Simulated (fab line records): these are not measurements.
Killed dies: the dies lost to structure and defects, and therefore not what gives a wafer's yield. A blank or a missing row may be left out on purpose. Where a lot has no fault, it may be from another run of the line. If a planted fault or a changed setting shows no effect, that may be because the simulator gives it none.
fab line records    flow rit_cmos
[record] lots = 14  wafers = 42  last_day = 7
route steps=202 shown NLDD@104 M1@202
lots untouched by any fault: they come from a run of this same line in which no faults occurred
start_h: hours from the record's opening day to when the first of the lot's shown wafers began    wait_h: how many hours have passed since the lot's step before this one    " the same as in the row above    L1.1+2: one row covering several wafers at once    - no value, or no start given    * or withheld: withheld    < > ~ a bound
route shown NAME@n: NAME is a module with steps in the file, n the number in the route of the first one    usual: average and standard deviation across the fault-free wafers    same: alike in all rows    chamber/n: place in a boat    sites: per-site readings    _std_site: their standard deviation    _edge_site: the outer-site mean with the inner-site mean subtracted    radius_mm: for every site, how far away it sits from the centre of the wafer    mask NAME#n: copy n    behind: the last tool/chamber to shape the wafer    hold: cause of the lot's hold/its duration in hours/its outcome    device: whichever transistor did not switch (one of n, p or np)    end of line: the same wafers' tests at the end of the route    step lacking rows: just its recipe    killed: not the wafer's yield, but the dies lost to structure and defects at the first sort    map: per-die view of a wafer (x killed, . not killed, _ where there is no die)
set.NAME: the run value of the setting; set.NAME@STEP: its run value at that earlier step    model.NAME: the simulator's own value behind a step, which no gauge read
route steps across a sampled set of lots; one table per step, one row per wafer
[[steps]]
[step RIT_NLDD_COAT_01]
[recipe] resist = NOVOLAK  spin_rpm = 3250  resist_thk_nm = 1000
[usual] resist_line_temp_C = 23.00/0.11  spin_speed_rpm = 3250.0/2.2
lot.wafer  tool            chamber  start_h  wait_h  resist_line_temp_C  spin_speed_rpm
L843.2     litho_track-04  0        41.36    0.1     23.06               3250.9
L843.3     "               0        "        "       23.03               3250.3
L843.4     "               0        "        "       23.13               3252.9
L845.1     litho_track-01  0        51.67    0.1     22.98               3252.9
L845.2     "               0        "        "       23.08               3250.7
L845.6     "               0        "        "       23.06               3252.4
L846.2     litho_track-04  0        56.04    0.1     22.94               3249.2
L846.3     "               0        "        "       23.22               3246.3
L846.5     "               0        "        "       23.03               3250.4
L847.1     litho_track-04  0        63.55    0.1     23.15               3247.9
L847.4     "               0        "        "       22.87               3246.7
L847.5     "               0        "        "       22.91               3248.8
L848.1     litho_track-03  0        66.71    0.1     22.91               3252.7
L848.3     "               0        "        "       22.83               3254.4
L848.6     "               0        "        "       22.87               3251.2
L849.1     litho_track-03  0        71.23    0.1     22.77               3255.6
L849.3     "               0        "        "       22.94               3254.6
L849.4     "               0        "        "       22.82               3254.8
L852.2     litho_track-01  0        87.80    0.1     23.13               3252.4
L852.3     "               0        "        "       23.03               3248.3
L852.4     "               0        "        "       23.00               3248.2
L855.2     litho_track-04  0        103.39   0.1     22.88               2282.9
L855.3     "               0        "        "       22.81               2280.8
L855.4     "               0        "        "       22.95               2279.0
L857.1     litho_track-04  0        118.34   0.1     22.99               2280.6
L857.5     "               0        "        "       22.96               2280.7
L857.6     "               0        "        "       22.90               2282.8
L858.1     litho_track-03  0        124.83   0.1     23.00               3246.5
L858.2     "               0        "        "       23.11               3252.3
L858.5     "               0        "        "       23.02               3248.5
L859.1     litho_track-01  0        125.08   0.1     22.98               3250.3
L859.2     "               0        "        "       22.99               3250.7
L859.5     "               0        "        "       23.08               3244.6
L860.3     litho_track-03  0        128.93   0.1     22.94               3254.5
L860.4     "               0        "        "       22.91               3249.7
L860.6     "               0        "        "       23.12               3253.6
L862.1     litho_track-01  0        141.38   0.1     22.90               3252.6
L862.2     "               0        "        "       23.01               3251.4
L862.4     "               0        "        "       23.04               3249.4
L865.1     litho_track-03  0        158.70   0.1     23.00               3250.9
L865.4     "               0        "        "       23.06               3249.3
L865.6     "               0        "        "       22.93               3252.3
[step RIT_M1_PROBE_99]
[usual] killed_at_M0_to_M3 = 0.0/0.14  killed_at_contacts = 0.0/0.25  killed_at_front_end = 6.6/2.7  killed_dies = 6.7/2.7  killed_open = 3.3/1.9  killed_short = 3.4/1.9
[same] gross_dies = 264  killed_at_M4_up = 0  killed_at_back_side = 0  killed_at_other = 0
lot.wafer  tool       chamber  start_h  wait_h  killed_at_M0_to_M3  killed_at_contacts  killed_at_front_end  killed_dies  killed_open  killed_short
L855.2     prober-01  -        119.74   0.1     0                   0                   7                    7            3            4
L855.3     prober-01  -        119.79   0.2     0                   0                   12                   12           5            7
L855.4     prober-01  -        119.84   0.2     0                   0                   9                    9            3            6
L857.1     prober-01  -        134.46   0.1     0                   0                   8                    8            5            3
L857.5     prober-01  -        134.66   0.2     0                   0                   8                    8            3            5
L857.6     prober-01  -        134.71   0.2     0                   0                   3                    3            2            1
// killed by level:class
L855.2 FOX1:geometric_particle:open=2 GATE:geometric_particle:short=2 SPACER:geometric_particle:short=2 SPACER:geometric_particle:open=1
L855.3 GATE:geometric_particle:short=3 FOX2:geometric_particle:short=2 SPACER:geometric_particle:open=2 SPACER:geometric_particle:short=2 FOX2:geometric_particle:open=1 GATE:geometric_particle:open=1 REOX:geometric_particle:open=1
L855.4 GATE:geometric_particle:short=4 FOX1:geometric_particle:short=1 GATE:geometric_particle:open=1 SPACER:geometric_particle:open=1 SPACER:geometric_particle:short=1 SILICIDE:geometric_particle:open=1
L857.1 SILICIDE:geometric_particle:open=2 FOX1:geometric_particle:short=1 FOX1:geometric_particle:open=1 FOX2:geometric_particle:short=1 GATE:geometric_particle:open=1 GATE:geometric_particle:short=1 REOX:geometric_particle:open=1
L857.5 GATE:geometric_particle:short=3 FOX1:geometric_particle:short=2 GATE:geometric_particle:open=2 FOX1:geometric_particle:open=1
L857.6 GATE:geometric_particle:open=2 SPACER:geometric_particle:short=1
[[key]]
[first_sign] step = RIT_NLDD_COAT_01  reading = spin_speed_rpm  direction = down  sigmas = 99+  usual = 3250.0  struck = 2281.1
effect none on later readings
met_at RIT_NLDD_COAT_01
struck_lots L855,L857
tester_left_out L855,L857
onset_between 63.55 103.39
[fault] kind = process_parameter_drift  tool = litho_track-04  chamber = -  onset_h = 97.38  steps = RIT_NLDD_COAT_01  channel = spin_rpm  offset = -968.92  shape = step  end_h = 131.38  acts_in = these_recipes_only  stated = 3250
// tester_left_out: of these lots the tester's yield and bins aren't shown, on N5 and GAA mostly nor the transistor test; their killed dies are dies lost to structure and defects alone, not to doping, threshold or leakage, so they don't give the yield
